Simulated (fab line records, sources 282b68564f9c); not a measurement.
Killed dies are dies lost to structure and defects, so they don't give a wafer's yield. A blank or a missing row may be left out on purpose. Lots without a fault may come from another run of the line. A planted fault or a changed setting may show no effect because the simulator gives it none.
Problem report in the 8D (eight disciplines) form, filled by code | flow rit_cmos | the parts of the form that need people (team, actions taken, sign-off) are left out

1. THE PROBLEM
spike_tc_centre_C at RIT_REOX_OXIDATION_03 reads a mean of 913.7 C on 6 wafers of 2 lots; wafers without a fault read 902.5 C with a standard deviation of 1.6. That is +7.0 standard deviations from the usual mean.
The step: target thk 25.2 nm, ox time 5580 s.
First seen on wafer L580.1, day 4 12:39, on furnace-04. The record holds 42 wafers of 14 lots with a number at this step. Rule for "out", or "out of limits": more than 4 standard deviations from the usual mean. The other wafers with a number count as sound.

2. WHAT IT IS AND WHAT IT IS NOT
question                    | is                     | is not
which readings at this step | spike_tc_centre_C      | -
which lots                  | L580, L582             | L572, L574, L575, L576, L577, L578, L589, L590, L592, L593, L594, L595
which wafers of those lots  | all that have a number | -
read on which tools         | furnace-04             | furnace-01, furnace-03
when                        | from day 4 12:39       | up to then (18 sound wafers); but 18 sound wafers of L589, L590, L592, L593, L594, L595 came after

3. SUSPECTS, AND WHAT RULES EACH OUT
Counting: a tool at a process step up to the reading stays a suspect if it ran every lot that is out and no sound lot after the first of them.
- plasma_asher-01 at RIT_NRETRO_STRIP_09 (strips in O2, time 180 s): ruled out as a lasting fault. Sound lots L595 ran on it after its first lot that is out, L580 (day 3 22:21).
- furnace-04 at RIT_REOX_OXIDATION_03 (target thk 25.2 nm, ox time 5580 s): ruled out as a lasting fault. Sound lots L595 ran on it after its first lot that is out, L580 (day 4 12:39).
Left after counting: nothing in the record.

4. THE CAUSE (what the simulator had put in)
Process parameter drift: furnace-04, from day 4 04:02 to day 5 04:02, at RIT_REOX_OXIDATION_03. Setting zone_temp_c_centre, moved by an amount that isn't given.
Counting ruled it out, wrongly.

5. THE CHAIN OF EFFECTS, in route order
Each row: a reading whose mean over the struck wafers that have a number lies more than 3 standard deviations from the usual. Only readings for which the record gives a usual standard deviation are gone through. hours: the time from each lot's start at the first step in this table that gives one to its start at this step, as a median over the lots. sigmas: the change in usual standard deviations.
hours | step                  | reading           | usual   | on struck wafers | change | sigmas
0     | RIT_REOX_OXIDATION_03 | spike_tc_centre_C | 902.5 C | 913.7            | +11.2  | +7.0
The process steps in it:
- RIT_REOX_OXIDATION_03: target thk 25.2 nm, ox time 5580 s.

6. WHAT WOULD HAVE CAUGHT IT SOONER
In this record the first reading out of limits was taken at day 4 12:39, 9 hours after the fault began at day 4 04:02.
